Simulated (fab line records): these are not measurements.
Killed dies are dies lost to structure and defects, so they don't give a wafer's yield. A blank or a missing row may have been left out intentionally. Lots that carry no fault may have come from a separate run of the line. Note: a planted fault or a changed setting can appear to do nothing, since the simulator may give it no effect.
fab line records	flow rit_cmos
record: lots: 6	wafers: 18	last_day: 8
route steps=202 shown FOX2@24 NWELL@28 M1@202
lots untouched by any fault: they come from a run of this same line in which no faults occurred
start_h: the number of hours between the record's first day and the start of the first shown wafer of the lot	wait_h: hours from the lot's prior step to this one	" as in the row above	L1.1+2: a row that stands for several wafers	- no value, or no start was given	* or withheld: withheld	< > ~ a bound
route shown NAME@n: names a module that has steps shown in the file, with the first one's number in the route	usual: average and standard deviation across the fault-free wafers	same: alike in all rows	chamber/n: place in a boat	sites: the reading at each site	_std_site: standard deviation of those values	_edge_site: inner sites' mean taken away from outer sites' mean	radius_mm: for every site, how far away it sits from the centre of the wafer	mask NAME#n: copy n	behind: tool/chamber where the wafer was last shaped	hold: why the lot went on hold/how many hours it stayed there/how the hold came to an end	device: the n, p or np transistor that did not switch	end of line: the same wafers' tests at the end of the route	a step without rows: its recipe alone	killed: dies lost to structure and defects at the first sort, not the wafer's yield	map: shows each die of a wafer: x if killed, . if not, _ if none is there
set.NAME: the run value of the setting; set.NAME@STEP: its run value at that earlier step	model.NAME: the simulator's own value behind a step, which no gauge read
lots at selected steps of the route; one table per step, one row per wafer
services: when a tool's chamber went out of use (start_h, in hours from the record's first day, below 0 if earlier), for how many hours, and the reason
== steps ==
step: RIT_FOX2_THK_MEAS_01
recipe: reads: SiO2_of_FOX2_OXIDATION_00
usual: FOX2_OXIDE_THK: 337/6.9
lot.wafer	tool	chamber	start_h	wait_h	FOX2_OXIDE_THK[nm]
L775.1	film_metro-03	-	72.21	0.0	349
L775.4	"	-	"	"	346
L775.5	"	-	"	"	341
L776.1	film_metro-02	-	83.03	0.0	350
L776.2	"	-	"	"	339
L776.6	"	-	"	"	351
L783.1	film_metro-03	-	109.84	0.0	333
L783.4	"	-	"	"	329
L783.5	"	-	"	"	334
L782.3	film_metro-01	-	109.86	0.0	333
L782.4	"	-	"	"	330
L782.6	"	-	"	"	324
L788.1	film_metro-02	-	134.60	0.0	332
L788.2	"	-	"	"	332
L788.6	"	-	"	"	332
L787.1	film_metro-03	-	134.60	0.0	340
L787.3	"	-	"	"	338
L787.6	"	-	"	"	335
step: RIT_FOX2_CLEAN_02
recipe: chemistry: dHF	dilution: 50:1	time_s: 180
step: RIT_FOX2_WET_ETCH_03
recipe: chemistry: H3PO4	target: Si3N4	target_depth_nm: 195	temp_c: 165	time_s: 2700
step: RIT_FOX2_THK_MEAS_90
recipe: reads: SiO2_of_FOX2_OXIDATION_00
usual: FIELD_OXIDE_LEFT_1_THK: 309/6.9
lot.wafer	tool	chamber	start_h	wait_h	FIELD_OXIDE_LEFT_1_THK[nm]
L775.1	film_metro-01	-	73.09	0.0	321
L775.4	"	-	"	"	319
L775.5	"	-	"	"	314
L776.1	film_metro-03	-	83.97	0.0	323
L776.2	"	-	"	"	312
L776.6	"	-	"	"	324
L783.1	film_metro-03	-	110.72	0.0	305
L783.4	"	-	"	"	301
L783.5	"	-	"	"	307
L782.3	film_metro-02	-	110.74	0.0	306
L782.4	"	-	"	"	304
L782.6	"	-	"	"	297
L787.1	film_metro-01	-	135.47	0.0	312
L787.3	"	-	"	"	311
L787.6	"	-	"	"	308
L788.1	film_metro-03	-	135.54	0.0	305
L788.2	"	-	"	"	304
L788.6	"	-	"	"	305
step: RIT_NWELL_HMDS_00
recipe: prime_time_s: 60	prime_temp_c: 140
step: RIT_NWELL_COAT_01
recipe: resist: NOVOLAK	spin_rpm: 2000	resist_thk_nm: 1300
step: RIT_NWELL_SOFTBAKE_02
recipe: resist: NOVOLAK	temp_c: 90	time_s: 60
step: RIT_NWELL_EXPOSE_03
recipe: mask_id: M2	na: 0.57	target_cd_nm: 43900	dose_mj: 250
step: RIT_NWELL_PEB_04
recipe: resist: NOVOLAK	temp_c: withheld	time_s: withheld
step: RIT_NWELL_DEVELOP_05
recipe: resist: NOVOLAK	develop_time_s: 68	dev_temp_c: 23
step: RIT_NWELL_OVL_MEAS_06
usual: NWELL_OVL: 0.0/1.3
lot.wafer	tool	chamber	start_h	wait_h	NWELL_OVL[nm]
L775.1	overlay-02	-	74.16	-	-1.6
L775.4	"	-	"	"	-1.3
L775.5	"	-	"	"	-1.2
L776.1	overlay-02	-	85.11	-	-0.2
L776.2	"	-	"	"	0.0
L776.6	"	-	"	"	0.2
L783.1	overlay-02	-	111.66	-	-1.1
L783.4	"	-	"	"	0.7
L783.5	"	-	"	"	0.0
L782.3	overlay-01	-	111.99	-	0.3
L782.4	"	-	"	"	-0.8
L782.6	"	-	"	"	-1.5
L787.1	overlay-01	-	136.68	-	1.5
L787.3	"	-	"	"	2.3
L787.6	"	-	"	"	0.6
L788.1	overlay-02	-	137.00	-	-0.2
L788.2	"	-	"	"	1.9
L788.6	"	-	"	"	1.7
step: RIT_NWELL_HARDBAKE_07
recipe: resist: NOVOLAK	temp_c: 140	time_s: 120
step: RIT_NWELL_IMPLANT_08
recipe: species: P	energy_kev: 170	dose_cm2: 5e+13	tilt_deg: 7
usual: dose_ions_cm2: 4.999e+13/5.1e+10	faraday_current_uA: 158.4/2.7
lot.wafer	tool	chamber	start_h	wait_h	dose_ions_cm2	faraday_current_uA
L775.1	implanter-04	0	74.44	0.2	4.999e+13	154.7
L775.4	"	0	"	"	5e+13	159.1
L775.5	"	0	"	"	5e+13	161.5
L776.1	implanter-02	0	85.40	0.2	5.01e+13	159.1
L776.2	"	0	"	"	5.006e+13	154.9
L776.6	"	0	"	"	5.001e+13	161.1
L783.1	implanter-04	0	111.95	0.2	5.05e+12	15.8
L783.4	"	0	"	"	5.01e+12	15.8
L783.5	"	0	"	"	5.01e+12	15.7
L782.3	implanter-04	0	112.50	0.2	5e+12	16.3
L782.4	"	0	"	"	4.96e+12	15.7
L782.6	"	0	"	"	5e+12	15.7
L787.1	implanter-03	0	137.30	0.2	5.006e+13	159.7
L787.3	"	0	"	"	5e+13	157.9
L787.6	"	0	"	"	5.007e+13	161.8
L788.1	implanter-02	0	137.70	0.2	5e+13	154.8
L788.2	"	0	"	"	5.003e+13	160.0
L788.6	"	0	"	"	5.004e+13	163.1
step: RIT_NWELL_STRIP_09
recipe: chemistry: O2	time_s: 180	resist: NOVOLAK	platen_temp_c: withheld	power_w: 500	pressure_mtorr: 4000	o2_flow_sccm: 4000
usual: chamber_pressure_mTorr: 4000/3.8	drypump_motor_current_A: 5.7/0.7	o2_flow_sccm: 3999/11
lot.wafer	tool	chamber	start_h	wait_h	chamber_pressure_mTorr	drypump_motor_current_A	o2_flow_sccm	rf_hours_counter_h
L775.1	plasma_asher-03	0	74.59	0.1	3998	6.4	3997	27
L775.4	"	0	"	"	4003	6.4	4030	-
L775.5	"	1	"	"	3997	4.8	4012	-
L776.1	plasma_asher-01	0	85.55	0.1	4001	5.5	4009	45
L776.2	"	1	"	"	3994	5.3	4006	45
L776.6	"	0	"	"	3995	5.5	4015	-
L783.1	plasma_asher-04	0	112.10	0.1	3996	6.7	4019	42
L783.4	"	1	"	"	3995	6.6	4010	-
L783.5	"	1	"	"	4006	6.6	3993	-
L782.3	plasma_asher-03	1	112.66	0.1	3997	4.8	4019	-
L782.4	"	0	"	"	4004	6.4	3987	-
L782.6	"	1	"	"	3997	4.8	4012	-
L787.1	plasma_asher-04	0	137.45	0.1	3997	6.8	3997	44
L787.3	"	0	"	"	3996	6.8	3996	-
L787.6	"	0	"	"	3997	6.8	3988	-
L788.1	plasma_asher-01	0	137.85	0.1	3998	5.4	3999	2
L788.2	"	1	"	"	3995	5.3	3989	2
L788.6	"	1	"	"	3998	5.3	3993	-
step: RIT_NWELL_TW_MEAS_10
usual: NWELL_TW: 2132/12
lot.wafer	tool	chamber	start_h	wait_h	hold	NWELL_TW
L775.1	film_metro-02	-	74.77	0.1	-	2116
L775.4	"	-	"	"	-	2113
L775.5	"	-	"	"	-	2108
L776.1	film_metro-02	-	85.72	0.1	-	2106
L776.2	"	-	"	"	-	2107
L776.6	"	-	"	"	-	2112
L783.1	film_metro-02	-	112.27	0.1	await_dispo/0.2h/release	1012
L783.4	"	-	"	"	await_dispo/0.2h/release	1017
L783.5	"	-	"	"	await_dispo/0.2h/release	1017
L783.1	film_metro-02	-	112.50	0.2	-	1016
L783.4	"	-	"	"	-	1017
L783.5	"	-	"	"	-	1011
L782.3	film_metro-04	-	112.79	0.1	await_dispo/0.2h/release	1015
L782.4	"	-	"	"	await_dispo/0.2h/release	994
L782.6	"	-	"	"	await_dispo/0.2h/release	1004
L782.3	film_metro-04	-	113.02	0.2	-	1012
L782.4	"	-	"	"	-	1000
L782.6	"	-	"	"	-	1006
L787.1	film_metro-02	-	137.63	0.1	-	2126
L787.3	"	-	"	"	-	2126
L787.6	"	-	"	"	-	2119
L788.1	film_metro-03	-	138.02	0.1	-	2132
L788.2	"	-	"	"	-	2128
L788.6	"	-	"	"	-	2135
step: RIT_M1_PROBE_99
usual: defect_limited_yield: 97.3/1.2	killed_at_contacts: 0.1/0.29	killed_at_front_end: 7/3.1	killed_dies: 7/3.1	killed_open: 3.4/1.9	killed_short: 3.6/2.1	sort_bin_3_pad_short: 0.1/0.21	sort_bin_5_function: 1.6/0.85	sort_bin_6_memory: 1.0/0.72	sort_n_pass: 257/3.2	sort_yield_pct: 97.3/1.2
same: gross_dies: 264	killed_at_M0_to_M3: 0	killed_at_M4_up: 0	killed_at_back_side: 0	killed_at_other: 0
lot.wafer	tool	chamber	start_h	wait_h	defect_limited_yield[%]	killed_at_contacts	killed_at_front_end	killed_dies	killed_open	killed_short	sort_bin_3_pad_short[%]	sort_bin_5_function[%]	sort_bin_6_memory[%]	sort_n_pass	sort_yield_pct[%]
L775.1	prober-02	-	127.51	0.1	96.2	1	9	10	4	6	0.8	3.0	0	254	96.2
L775.4	prober-02	-	127.66	0.2	98.9	0	3	3	2	1	0	0.8	0.4	261	98.9
L775.5	prober-02	-	127.71	0.2	96.6	0	9	9	3	6	0	2.3	1.1	255	96.6
L776.1	prober-01	-	137.67	0.1	98.5	0	4	4	0	4	0	1.1	0.4	260	98.5
L776.2	prober-01	-	137.72	0.1	98.1	0	5	5	3	2	0	1.1	0.8	259	98.1
L776.6	prober-01	-	137.92	0.2	97.3	0	7	7	5	2	0	2.3	0.4	257	97.3
L787.1	prober-01	-	177.37	0.1	98.5	0	4	4	2	2	0	0.8	0.8	260	98.5
L787.3	prober-01	-	177.47	0.2	98.5	0	4	4	1	3	0	0.4	1.1	260	98.5
L787.6	prober-01	-	177.62	0.2	98.9	0	3	3	2	1	0	1.1	0	261	98.9
L788.1	prober-01	-	183.15	0.1	96.2	0	10	10	4	6	0	1.9	1.9	254	96.2
L788.2	prober-01	-	183.20	0.1	95.5	0	12	12	6	6	0.4	2.3	1.9	252	95.5
L788.6	prober-01	-	183.40	0.2	97.3	0	7	7	2	5	0.4	0.8	1.5	257	97.3
killed by level:class
L775.1 GATE:geometric_particle:short=2 SPACER:geometric_particle:open=2 SILICIDE:geometric_particle:open=2 FOX2:geometric_particle:short=1 REOX:geometric_particle:short=1 SILICIDE:geometric_particle:short=1 CONTACT:geometric_particle:short=1
L775.4 FOX2:geometric_particle:open=1 GATE:geometric_particle:open=1 REOX:geometric_particle:short=1
L775.5 REOX:geometric_particle:short=4 GATE:geometric_particle:open=2 GATE:geometric_particle:short=1 REOX:geometric_particle:open=1 SILICIDE:geometric_particle:short=1
L776.1 GATE:geometric_particle:short=2 FOX1:geometric_particle:short=1 SILICIDE:geometric_particle:short=1
L776.2 GATE:geometric_particle:open=2 FOX2:geometric_particle:short=1 REOX:geometric_particle:short=1 SPACER:geometric_particle:open=1
L776.6 SILICIDE:geometric_particle:open=2 FOX2:geometric_particle:short=1 FOX2:geometric_particle:open=1 GATE:geometric_particle:open=1 REOX:geometric_particle:open=1 REOX:geometric_particle:short=1
L787.1 GATE:geometric_particle:short=1 REOX:geometric_particle:open=1 SPACER:geometric_particle:open=1 SPACER:geometric_particle:short=1
L787.3 GATE:geometric_particle:short=2 FOX1:geometric_particle:open=1 REOX:geometric_particle:short=1
L787.6 FOX1:geometric_particle:open=1 GATE:geometric_particle:short=1 GATE:geometric_particle:open=1
L788.1 GATE:geometric_particle:open=3 REOX:geometric_particle:short=2 FOX1:geometric_particle:short=1 GATE:geometric_particle:short=1 SPACER:geometric_particle:short=1 SILICIDE:geometric_particle:short=1 SILICIDE:geometric_particle:open=1
L788.2 FOX2:geometric_particle:open=3 GATE:geometric_particle:open=2 GATE:geometric_particle:short=2 FOX1:geometric_particle:short=1 FOX1:geometric_particle:open=1 FOX2:geometric_particle:short=1 REOX:geometric_particle:short=1 SPACER:geometric_particle:short=1
L788.6 FOX1:geometric_particle:short=2 GATE:geometric_particle:short=2 FOX2:geometric_particle:open=1 GATE:geometric_particle:open=1 REOX:geometric_particle:short=1
== services ==
tool	chamber	start_h	hours	kind
implanter-03	-	58.75	2.7	repair
implanter-04	-	63.75	2.0	pm
plasma_asher-01	-	108.75	9.0	pm
plasma_asher-01	0	108.75	9.0	vent_cycle
plasma_asher-01	1	108.75	9.0	vent_cycle
implanter-03	-	112.33	4.3	pm
plasma_asher-01	0	117.75	-	clean
plasma_asher-01	1	117.75	-	clean
plasma_asher-04	-	121.84	3.7	pm
== key ==
first_sign: step: RIT_NWELL_IMPLANT_08	reading: dose_ions_cm2	direction: down	sigmas: 99+	usual: 4.999e+13	struck: 5e+12
effect: step: RIT_NWELL_IMPLANT_08	reading: faraday_current_uA	direction: down	sigmas: 52	usual: 158.4	struck: 15.8
effect: step: RIT_NWELL_TW_MEAS_10	reading: visit	direction: added
effect: step: RIT_NWELL_TW_MEAS_10	reading: NWELL_TW	direction: down	sigmas: 95	usual: 2132	struck: 1010
met_at RIT_NWELL_IMPLANT_08
struck_wafers L782.3,L782.4,L782.6,L783.1,L783.4,L783.5
scrapped_behind RIT_NWELL_TW_MEAS_10 L782.3,L782.4,L782.6,L783.1,L783.4,L783.5
onset_between 74.44 111.95
fault: kind: process_parameter_drift	tool: implanter-04	chamber: -	onset_h: 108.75	steps: RIT_NWELL_IMPLANT_08	channel: dose_cm2	offset: -4.5e+13	shape: step	end_h: 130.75	acts_in: these_recipes_only	stated: 5e+13
